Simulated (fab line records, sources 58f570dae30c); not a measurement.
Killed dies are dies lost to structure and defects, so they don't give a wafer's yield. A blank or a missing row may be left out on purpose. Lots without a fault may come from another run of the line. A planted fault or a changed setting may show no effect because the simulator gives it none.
Which tool did it? | flow berkeley_cmos170 | 14 lots, 42 wafers sampled, at 3 steps of a route of 331

WHAT THE GAUGES READ, wafer by wafer
UCB170_M2_RS_MEAS_02: measures by four-point-probe. Usual: M2_AL_RS 0.0322 ohm/sq, standard deviation 0.00045.
lot  | measured     | on            | M2_AL_RS (ohm/sq)    | flag
L996 | day 8 18:27  | film_metro-04 | 0.0323 0.0323 0.0324 |
L995 | day 8 19:56  | film_metro-04 | 0.0311 0.0318 0.0328 |
L997 | day 9 07:49  | film_metro-04 | 0.0322 0.0334 0.0320 |
L999 | day 9 10:37  | film_metro-03 | 0.0319 0.0319 0.0316 |
L100 | day 9 22:53  | film_metro-01 | 0.0318 0.0319 0.0318 |
L101 | day 9 23:10  | film_metro-04 | 0.0323 0.0323 0.0324 |
L104 | day 10 07:48 | film_metro-04 | 0.0324 0.0316 0.0318 |
L102 | day 10 09:52 | film_metro-03 | 0.0319 0.0323 0.0325 |
L106 | day 11 02:59 | film_metro-01 | 0.0615 0.0609 0.0608 | OFF
L110 | day 11 20:05 | film_metro-04 | 0.0602 0.0607 0.0609 | OFF
L109 | day 11 20:40 | film_metro-03 | 0.0329 0.0323 0.0322 |
L116 | day 12 21:12 | film_metro-04 | 0.0320 0.0319 0.0319 |
L115 | day 12 23:11 | film_metro-03 | 0.0327 0.0327 0.0334 |
L117 | day 12 23:49 | film_metro-03 | 0.0315 0.0323 0.0318 |

UCB170_M2_THK_MEAS_03: measures by xrf. Usual: M2_AL_THK 904 nm, standard deviation 14.
lot  | measured     | on            | M2_AL_THK (nm) | flag
L996 | day 8 18:34  | film_metro-04 | 902 892 892    |
L995 | day 8 20:02  | film_metro-04 | 928 913 881    |
L997 | day 9 07:56  | film_metro-04 | 896 868 901    |
L999 | day 9 10:43  | film_metro-03 | 914 911 923    |
L100 | day 9 23:00  | film_metro-01 | 915 912 919    |
L101 | day 9 23:17  | film_metro-04 | 899 888 889    |
L104 | day 10 07:55 | film_metro-04 | 900 915 907    |
L102 | day 10 09:59 | film_metro-03 | 916 904 905    |
L106 | day 11 03:05 | film_metro-01 | 473 479 482    | OFF
L110 | day 11 20:13 | film_metro-04 | 491 485 481    | OFF
L109 | day 11 20:46 | film_metro-03 | 888 907 910    |
L116 | day 12 21:19 | film_metro-04 | 904 911 912    |
L115 | day 12 23:18 | film_metro-03 | 893 897 877    |
L117 | day 12 23:56 | film_metro-03 | 924 907 919    |

WHICH TOOL RAN EACH LOT (tool, then ch and the chambers of the sampled wafers, then the start)
lot  | UCB170_M2_SPUTTER_01
L996 | pvd_sputter-04, day 8 18:22
L995 | pvd_sputter-03, day 8 19:49
L997 | pvd_sputter-03, day 9 07:43
L999 | pvd_sputter-03, day 9 10:29
L100 | pvd_sputter-03, day 9 22:48
L101 | pvd_sputter-04, day 9 23:04
L104 | pvd_sputter-03, day 10 07:43
L102 | pvd_sputter-01, day 10 09:47
L106 | pvd_sputter-04, day 11 02:52
L110 | pvd_sputter-04, day 11 20:01
L109 | pvd_sputter-01, day 11 20:34
L116 | pvd_sputter-01, day 12 21:07
L115 | pvd_sputter-03, day 12 23:05
L117 | pvd_sputter-01, day 12 23:43
- UCB170_M2_SPUTTER_01: material Al, target thk 900 nm, time 120 s.

WHAT THE TOOLS THEMSELVES READ (means of the sampled wafers that have a number; where no wafer has one, the mark that the record gives instead)
UCB170_M2_SPUTTER_01. Usual: throttle_valve_pct 30.2 %, standard deviation 1.1.
lot  | tool           | throttle_valve_pct (%) | flag
L996 | pvd_sputter-04 | 29.8                   |
L995 | pvd_sputter-03 | 30.0                   |
L997 | pvd_sputter-03 | 30.0                   |
L999 | pvd_sputter-03 | 29.8                   |
L100 | pvd_sputter-03 | 29.5                   |
L101 | pvd_sputter-04 | 30.2                   |
L104 | pvd_sputter-03 | 30.1                   |
L102 | pvd_sputter-01 | 31.0                   |
L106 | pvd_sputter-04 | 28.5                   |
L110 | pvd_sputter-04 | 29.8                   |
L109 | pvd_sputter-01 | 31.3                   |
L116 | pvd_sputter-01 | 30.8                   |
L115 | pvd_sputter-03 | 29.8                   |
L117 | pvd_sputter-01 | 30.3                   |

THE ANSWER, worked out from the rows above alone
Rule: a lot is off if the mean of its wafers that have a number lies more than 3 standard deviations from the usual mean. A lot without any number at a reading at which 4 lots or more have one is off too. The other lots that the step has rows for count as sound. The gauges are gone through in route order, then the tools' own readings, and for those a lot's mean is taken as printed above. The first step at which some lot is off is used, and at that step the reading that is off furthest; a lot without a number counts as furthest.
Off: L106, L110, at UCB170_M2_RS_MEAS_02 (M2_AL_RS).
A tool fits if, at a process step before that reading, it ran every lot that is off, and no sound lot after the first of them. The gauges at UCB170_M2_RS_MEAS_02 are tried like those tools. One fits: pvd_sputter-04 at UCB170_M2_SPUTTER_01. Its last sound lot is L101 (day 9 23:04), its first lot that is off L106 (day 11 02:52): a fault that began between those two fits.

WHAT THE SIMULATOR HAD PUT IN
Process parameter drift: pvd_sputter-04, from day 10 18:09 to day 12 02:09, at UCB170_M2_SPUTTER_01. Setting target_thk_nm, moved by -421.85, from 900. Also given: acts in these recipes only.
Lots struck among those shown: L106, L110. The rule above found the same.
